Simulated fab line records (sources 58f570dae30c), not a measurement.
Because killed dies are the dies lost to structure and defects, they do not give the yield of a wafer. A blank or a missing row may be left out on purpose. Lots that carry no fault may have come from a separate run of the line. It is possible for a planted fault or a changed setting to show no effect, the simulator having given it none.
8D (eight disciplines) problem report, filled in by code    flow berkeley cmos170    the parts of the form that need people (team, actions taken, sign-off) are left out

1. WHAT WENT WRONG
Mean PLDD_TW at UCB170_PLDD_TW_MEAS_11: 964 over 9 wafers in 3 lots; fault-free wafers: 1007, standard deviation 9.8. Measured from the usual mean, that is -4.4 standard deviations.
First seen on wafer L786.4, day 9 01:14, on film metro-04. The record holds 45 wafers of 15 lots with a number at this step. By rule, "out" or "out of limits" means more than 4 standard deviations away from the usual mean. Any other wafer with a number is counted as sound.

2. WHAT IT IS AND WHAT IT IS NOT
question                     is                      is not
which readings at this step  PLDD_TW                 -
which lots                   L786, L788, L789        L776, L777, L778, L779, L780, L781, L782, L791, L795, L796, L797, L799
which wafers of those lots   all that have a number  -
read on which gauges         film metro-04           film metro-01, film metro-03
when                         from day 9 01:14        up to then (21 sound wafers); but 15 sound wafers of L791, L795, L796, L797, L799 came after

3. THE SUSPECTS, EACH WITH WHAT RULES IT OUT
Counting: a tool stays on the suspect list if, at a process step up to the reading, it processed all lots that are out and no sound lot following the first of them.
- the gauge at UCB170_PLDD_TW_MEAS_11 is ruled out. All the wafers that are out were read on film metro-04, but those of them that UCB170_PLDD_IMPLANT_08 has rows for are out there too, on other tools.
- implanter-01 at UCB170_PLDD_IMPLANT_08: kept. Every lot that is out went through it, starting with L786 (day 9 00:53), and after that it ran no sound lot; the last sound lot it ran before then is L782 (day 8 04:17). Its own readings are out on those wafers: tilt deg.
The count leaves implanter-01 at UCB170_PLDD_IMPLANT_08.

4. THE CAUSE (what the simulator had put in)
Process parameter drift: implanter-01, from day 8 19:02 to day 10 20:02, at UCB170_PLDD_IMPLANT_08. Setting tilt deg shifted by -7 from 7. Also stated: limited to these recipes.
Only this tool survived the counting.

5. THE CHAIN OF EFFECTS, in route order
Rows list readings where the struck wafers' mean (over those with a number) sits beyond 3 standard deviations from the usual. Only readings whose record carries a usual standard deviation are examined. hours: median over the lots of the time between each lot's start at the first step of this table that gives one and its start at this step. sigmas: the change, counted in usual standard deviations.
hours  step                    reading   usual          on struck wafers  change  sigmas
0      UCB170_PLDD_IMPLANT_08  tilt deg  6.996 degrees  0.013             -6.983  -99 or more
0      UCB170_PLDD_TW_MEAS_11  PLDD_TW   1007           964               -43     -4.4
Its process steps:
- UCB170_PLDD_IMPLANT_08
Later steps that measure or inspect, where all struck wafers having a row at the step show a number for every such reading and not one has moved that far: UCB170_M3_OVL_MEAS_16.

6. WHAT WOULD HAVE CAUGHT IT SOONER
Counted from the fault's start at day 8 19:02, it took 6 hours until the first out-of-limits reading at a measuring or inspecting step in this record, taken at day 9 01:14.
At UCB170_PLDD_IMPLANT_08, the tool's own readings (tilt deg) were out on each struck wafer the step has a row for, so an alarm limit on them would have fired on the first such wafer.
L788, L789, from the lots that are out (3), started UCB170_PLDD_IMPLANT_08 on implanter-01 later than day 9 01:14. A hold on the tool at that time would have spared those 2.
